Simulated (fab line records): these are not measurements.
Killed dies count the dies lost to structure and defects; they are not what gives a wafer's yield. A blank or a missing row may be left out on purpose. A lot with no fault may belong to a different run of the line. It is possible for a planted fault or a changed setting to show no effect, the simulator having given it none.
The tool behind it: which one?	flow berkeley_cmos170	14 lots with 42 wafers sampled at 3 steps, on a route of 331 steps

WHAT THE GAUGES SHOWED, per wafer
UCB170_WELLDRIVE_THK_MEAS_02. Usual: WELLDRIVE_OXIDE_THK gives 197 nm (standard deviation 3.5).
lot	measured	on	WELLDRIVE_OXIDE_THK (nm)	flag
L356	day 4 01:55	film_metro-01	198 197 199	
L355	day 4 01:55	film_metro-02	200 200 199	
L361	day 5 02:19	film_metro-01	207 203 201	
L363	day 5 15:40	film_metro-04	195 194 196	
L364	day 6 04:37	film_metro-02	200 201 198	
L366	day 6 11:13	film_metro-02	197 196 197	
L367	day 6 11:13	film_metro-01	198 193 190	
L369	day 6 22:59	film_metro-02	194 193 191	
L368	day 6 22:59	film_metro-04	195 192 192	
L371	day 7 05:31	film_metro-01	199 197 196	
L377	day 8 06:21	film_metro-02	204 199 199	
L375	day 8 06:22	film_metro-04	192 195 193	
L376	day 8 12:36	film_metro-02	202 201 200	
L374	day 8 12:37	film_metro-01	195 195 197	

UCB170_SACOX_THK_MEAS_02. Usual: SACOX_OXIDE_THK gives 14.29 nm (standard deviation 0.26).
lot	measured	on	SACOX_OXIDE_THK (nm)	flag
L356	day 6 08:18	film_metro-02	14.10 13.80 14.11	
L355	day 6 08:19	film_metro-01	14.08 14.48 14.37	
L361	day 7 08:34	film_metro-04	14.46 14.49 14.33	
L363	day 7 22:04	film_metro-02	14.38 14.09 14.37	
L364	day 8 02:52	film_metro-04	14.30 14.36 14.41	
L366	day 8 02:55	film_metro-04	14.38 14.34 14.46	
L367	day 8 02:53	film_metro-02	14.07 14.14 14.03	
L369	day 9 00:02	film_metro-02	14.11 14.36 14.50	
L368	day 8 23:59	film_metro-02	14.54 14.43 14.45	
L371	day 9 05:33	film_metro-01	13.98 14.15 14.26	
L377	day 10 02:15	film_metro-01	14.38 14.57 14.27	
L375	day 10 02:20	film_metro-01	14.08 14.07 14.29	
L376	day 10 09:37	film_metro-04	14.54 13.91 14.09	
L374	day 10 09:38	film_metro-02	14.19 14.16 14.15	

UCB170_GATE_CD_MEAS_12: target cd 350 nm. Usual: 349.9 nm for cd_nm, sd 1.5.
lot	measured	on	cd_nm (nm)	flag
L356	day 7 16:48	cd_sem-01	350.4 349.8 351.2	
L355	day 7 17:04	cd_sem-01	350.3 349.9 350.2	
L361	day 8 17:20	cd_sem-02	350.4 350.0 349.7	
L363	day 9 00:13	cd_sem-02	350.7 349.0 349.7	
L364	day 9 07:22	cd_sem-01	346.7 347.1 345.9	
L366	day 9 07:04	cd_sem-02	348.1 348.8 347.2	
L367	day 9 06:57	cd_sem-02	351.8 350.8 351.4	
L369	day 10 06:59	cd_sem-01	351.5 351.5 351.0	
L368	day 10 06:32	cd_sem-01	347.8 347.8 348.6	
L371	day 10 06:47	cd_sem-01	350.6 348.8 350.3	
L377	day 11 08:17	cd_sem-01	352.5 352.5 352.7	
L375	day 11 08:57	cd_sem-01	351.7 351.8 351.6	
L376	day 11 12:34	cd_sem-01	349.2 350.2 349.8	
L374	day 11 12:52	cd_sem-01	350.4 352.6 350.8	

WHAT TOOL EACH LOT RAN ON (gives the tool, then ch and the chambers of the sampled wafers, and finally the start)
The record holds no process step before these readings.

AS READ BY THE TOOLS THEMSELVES (means over the sampled wafers that have a number; for cases with no such wafer, the mark the record gives instead)
The record holds no such reading with a usual standard deviation.

THE ANSWER, worked out from the rows above alone
Rule: a lot is off if the mean of its wafers that have a number lies more than 3 standard deviations from the usual mean. Also off: a lot with no number at a reading for which 4 or more lots have one. The other lots that the step has rows for count as sound. The gauges are gone through in route order, then the tools' own readings, and for those a lot's mean is taken as printed above. The first step at which some lot is off is used, and at that step the reading that is off furthest; a lot without a number counts as furthest.
No lot is off at any reading shown: from this, nothing can be told.

WHAT THE SIMULATOR PUT IN
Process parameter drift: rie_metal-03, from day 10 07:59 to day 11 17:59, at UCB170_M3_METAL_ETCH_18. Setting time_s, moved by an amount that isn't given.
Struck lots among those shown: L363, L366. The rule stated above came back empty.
